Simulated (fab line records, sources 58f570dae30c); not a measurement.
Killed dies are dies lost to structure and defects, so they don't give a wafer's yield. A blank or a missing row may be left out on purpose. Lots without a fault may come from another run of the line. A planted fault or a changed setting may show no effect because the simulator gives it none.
Split-lot experiment | flow berkeley_cmos170 | 5 lots, 23 wafers read, on a route of 331 steps

THE SPLIT
At UCB170_GATE_COAT_07 (resist thk 900 nm), the setting spin_rpm was moved away from the recipe's 1500 rpm on 10 of the 23 wafers read, by -7.2% to +4.7%. The other wafers ran this setting at the recipe's value.

The reading is taken at the split's own step.

THE READING
KrF_of_GATE_COAT_07.thk_nm (the simulator's own value, which no gauge read), in nm, at UCB170_GATE_COAT_07 (resist thk 900 nm). The file gives no usual value for it. The 13 wafers here that ran the recipe average 901.9 nm, standard deviation 1.3 nm.

wafer  | tool, chamber at the split | spin_rpm as run, rpm | against the recipe | KrF_of_GATE_COAT_07.thk_nm, nm | against lot-mates on the recipe
L074.1 | litho_track-01, 0          | 1500                 | recipe             | 902.4                          | -
L074.2 | litho_track-01, 0          | 1571                 | +4.7%              | 882.6                          | -19.3
L074.3 | litho_track-01, 0          | 1571                 | +4.7%              | 881.1                          | -20.8
L074.4 | litho_track-01, 0          | 1500                 | recipe             | 901.4                          | -
L074.6 | litho_track-01, 0          | 1571                 | +4.7%              | 880.8                          | -21.1
L077.1 | litho_track-04, 0          | 1402                 | -6.5%              | 931.3                          | +30.4
L077.2 | litho_track-04, 0          | 1402                 | -6.5%              | 930.7                          | +29.8
L077.3 | litho_track-04, 0          | 1402                 | -6.5%              | 932.6                          | +31.7
L077.4 | litho_track-04, 0          | 1500                 | recipe             | 902.2                          | -
L077.5 | litho_track-04, 0          | 1500                 | recipe             | 899.6                          | -
L082.1 | litho_track-04, 0          | 1500                 | recipe             | 902.3                          | -
L082.2 | litho_track-04, 0          | 1392                 | -7.2%              | 937.2                          | +35.3
L082.3 | litho_track-04, 0          | 1392                 | -7.2%              | 936.4                          | +34.5
L082.5 | litho_track-04, 0          | 1500                 | recipe             | 901.1                          | -
L082.6 | litho_track-04, 0          | 1500                 | recipe             | 902.2                          | -
L083.1 | litho_track-04, 0          | 1500                 | recipe             | 904.5                          | -
L083.2 | litho_track-04, 0          | 1549                 | +3.3%              | 889                            | -14.6
L083.3 | litho_track-04, 0          | 1500                 | recipe             | 903.4                          | -
L083.5 | litho_track-04, 0          | 1549                 | +3.3%              | 888.2                          | -15.4
L083.6 | litho_track-04, 0          | 1500                 | recipe             | 902.8                          | -
L085.2 | litho_track-04, 0          | 1500                 | recipe             | 901.5                          | -
L085.4 | litho_track-04, 0          | 1500                 | recipe             | 901.4                          | -
L085.5 | litho_track-04, 0          | 1500                 | recipe             | 899.9                          | -

THE FIT
A straight line over all 23 wafers: KrF_of_GATE_COAT_07.thk_nm changes by -4.54 nm for each +1% of spin_rpm; r = -1.00; the points scatter about the line by 1.4 nm.
The same after taking each lot's own level away (the mean of its wafers on the recipe; 23 wafers): -4.64 nm for each +1%; r = -1.00; scatter 1 nm.
On that fit, the largest move of spin_rpm shifts the reading by 33 nm.
The lots' own levels span 900.90 to 903.57 nm, that is 2.1 times the standard deviation above.
So the lot-to-lot level changes the slope little: the two slopes agree.
Check: with one of the wafers moved furthest among these (-7.2%) left out of the fit, the line predicts +33.4 nm for it against its lot-mates. It came out at +35.3 nm against them.

OTHER SPLITS ON THESE WAFERS
These wafers also went through other splits before the reading. Each is held against what the fit with the lots' levels taken away leaves over:
other split on the same wafers   | wafers away from the commonest value | r with KrF_of_GATE_COAT_07.thk_nm (lot level and that fit taken away)
UCB170_START_OXIDATION_02 temp_c | 15                                   | -0.01
UCB170_ACTIVE_CVD_05 temp_c      | 18                                   | -0.01
UCB170_SACOX_OXIDATION_01 temp_c | 15                                   | -0.12
UCB170_NVT_IMPLANT_07 dose_cm2   | 5                                    | -0.26

THE FILE'S OWN FIT
KrF_of_GATE_COAT_07.thk_nm changes by -4.68 nm for each +1% of spin_rpm, r = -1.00.
